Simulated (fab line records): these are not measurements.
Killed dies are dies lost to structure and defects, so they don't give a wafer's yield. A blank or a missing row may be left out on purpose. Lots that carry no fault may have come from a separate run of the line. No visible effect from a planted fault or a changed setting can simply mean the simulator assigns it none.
Struck lot and sound lot, side by side | flow berkeleyCmos170 | 15 out of 331 route steps
Sound: the wafers L970.2, L970.4, L970.6. The struck wafers were L984.3, L984.5, L984.6. Last of all comes the cause.
Order at every step that has rows: each side's tool, ch and its chambers, its first start. Under that, the readings that differ: sound wafers | struck wafers | difference of the means | sigmas: that difference in standard deviations of wafers without a fault.
alike: a reading whose means differ by less than 2 such deviations, as well as words and numbers matching on both sides. not compared: withheld readings; readings where some wafer has no value; bounds like >300 that might hide an equal value; numbers whose values overlap and for which the record gives no deviation.
Wherever a step has rows on one side only, a row that says differs or no value, or a row with sigmas, the two part there. Non-overlapping numbers with no deviation appear without sigmas and do not part them. A reading missing from all wafers of one side parts the sides only when that side holds two or more wafers.

UCB170_M1_SPUTTER_00: material Al, target thk 600 nm, time 80 s.
  struck on pvdSputter-01, day 10 17:26; sound on pvdSputter-03, day 7 15:32
  alike: throttleValvePct
UCB170_M1_RS_MEAS_01: uses a four-point probe to measure.
  struck on filmMetro-01, day 10 17:32; sound on filmMetro-02, day 7 15:37
  alike: M1_AL_RS
UCB170_M1_THK_MEAS_02: measures by xrf.
  struck on filmMetro-01, day 10 17:38; sound on filmMetro-02, day 7 15:43
  alike: M1_AL_THK
then, 6 steps without rows for these wafers: UCB170_M1_COAT_03; UCB170_M1_COAT_04 (resist thk 900 nm); UCB170_M1_SOFTBAKE_05 (time 60 s); UCB170_M1_EXPOSE_06 (exposes mask METAL1, target cd 700 nm); UCB170_M1_PEB_07; UCB170_M1_DEVELOP_08 (develop time 45 s).
UCB170_M1_CD_MEAS_09: the cd target is 700 nm.
  struck on cdSem-02, day 10 18:51; sound on cdSem-02, day 7 16:46
reading   | sound             | struck            | difference | sigmas
cdNm (nm) | 700.6 702.5 701.1 | 698.2 697.3 698.0 | -3.6       | -3
UCB170_M1_OVL_MEAS_10:
  struck on overlay-02, day 10 18:56; sound on overlay-02, day 7 16:52
reading     | sound      | struck | difference | sigmas
M1_OVL (nm) | -5 -10 -12 | 10 8 7 | +17        | +3
UCB170_M1_ETCH_11: etches BARC in N2/H2.
  sound on rieDiel-02 ch 2,3, day 7 16:54; struck on rieDiel-04 ch 0,1,3, day 10 18:58
  alike: chamberPressureMTorr, drypumpMotorCurrentA, h2FlowSccm, oesProductAu, throttleValvePct
UCB170_M1_METAL_ETCH_12: etches Al in Cl2/BCl3, stops on PSG, target depth 780 nm, time 130 s.
  sound on rieMetal-02 ch 0,1, day 7 16:56; struck on rieMetal-04 ch 0,1, day 10 19:03
reading                            | sound                | struck               | difference | sigmas
chamberPressureMTorr (mTorr)       | 11.999 11.997 11.996 | 17.997 18.019 17.988 | +6.004     | +99 or more
model.KrF_of_M1_COAT_04.thkNm (nm) | 440.6 432.9 437.4    | 400.8 392.4 394.3    | -41.1      | 
  alike: drypumpMotorCurrentA, oesProductAu, throttleValvePct
  not compared: rfHoursCounterH
UCB170_M1_STRIP_13: strips in O2.
  sound on plasmaAsher-01 ch 0, day 7 17:04; struck on plasmaAsher-02 ch 0,1, day 10 19:11
  alike: drypumpMotorCurrentA, oesProductAu
  not compared: rfHoursCounterH
UCB170_M3_PROBE_99:
  sound wafers here have rows in the record (prober-02, day 8 09:58); struck ones have none

WHERE THEY PART
Earliest at UCB170_M1_CD_MEAS_09; latest, in this record, at UCB170_M3_PROBE_99.

WHY: what the simulator had put in
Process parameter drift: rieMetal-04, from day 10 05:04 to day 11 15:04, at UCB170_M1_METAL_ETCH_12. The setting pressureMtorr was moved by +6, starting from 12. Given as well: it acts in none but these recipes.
